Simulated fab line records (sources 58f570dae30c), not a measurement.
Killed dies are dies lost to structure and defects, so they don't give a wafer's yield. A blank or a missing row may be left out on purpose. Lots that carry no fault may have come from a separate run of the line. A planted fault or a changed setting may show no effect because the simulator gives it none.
One fault seen from 2 desks ; flow berkeleyCmos170 ; each desk holds nothing but its own numbers, with what lay behind them at the end

AT THE METROLOGY DESK
What the gauges read, lot by lot, whatever tool the lot ran on: means of the sampled wafers that have a number. Marked OUT: a lot whose mean sits more than 4 standard deviations from the usual mean, which makes it out of limits; the brackets give that distance. Readings shown: 7 of its 13, picked as those furthest out on some lot.
Columns: A = cdNm at UCB170_V1_CD_MEAS_12, usual 699.5 nm; B = cdNm at UCB170_V1_CD_MEAS_90, usual 699.5 nm; C = M2_AL_RS at UCB170_M2_RS_MEAS_02, usual 0.0323 ohm/sq; D = M2_AL_THK at UCB170_M2_THK_MEAS_03, usual 912 nm; E = cdNm at UCB170_M2_CD_MEAS_15, usual 699.9 nm; F = M2_OVL at UCB170_M2_OVL_MEAS_16, usual -1 nm; G = V2_BOW at UCB170_V2_BOW_MEAS_03, usual 37 um
lot;first seen here;A;B;C;D;E;F;G
L465;day 7 22:37;697.5;696.9;0.0322;907;700.4;-5;36
L467;day 8 20:13;698.9;698.9;0.0321;915;697.2;-2;42
L474;day 9 19:46;698.0;698.0;0.0321;918;700.2;6;37
L477;day 10 03:15;697.4;698.1;0.0329;888;700.3;-4;33
L488;day 12 18:08;697.9;697.3;0.0320;920;700.6;9;48
This desk found nothing out of limits on any of the 5 lots.

TOOL OWNER'S DESK, plasmaAsher-02
The tool's own readings at UCB170_V1_STRIP_15 (strips in O2): means of the sampled wafers that have a number, for each lot that ran on this tool. Marked OUT: a lot whose mean sits more than 4 standard deviations from the usual mean, which makes it out of limits; the brackets give that distance.
Columns: A = drypumpMotorCurrentA at UCB170_V1_STRIP_15, usual 5.7 A; B = oesProductAu at UCB170_V1_STRIP_15, usual 0.722 a.u.; C = stripTimeToEndpointS at UCB170_V1_STRIP_15, usual 15.36 s
lot;first seen here;A;B;C
L474;day 9 21:46;5.4;0.720;15.50
This desk's finding: nothing out of limits on the one lot.

TAKEN TOGETHER
Nothing out of limits was seen by the metrology desk.
The tool owner's desk saw nothing out of limits.

WHAT HAD BEEN PUT IN BY THE SIMULATOR
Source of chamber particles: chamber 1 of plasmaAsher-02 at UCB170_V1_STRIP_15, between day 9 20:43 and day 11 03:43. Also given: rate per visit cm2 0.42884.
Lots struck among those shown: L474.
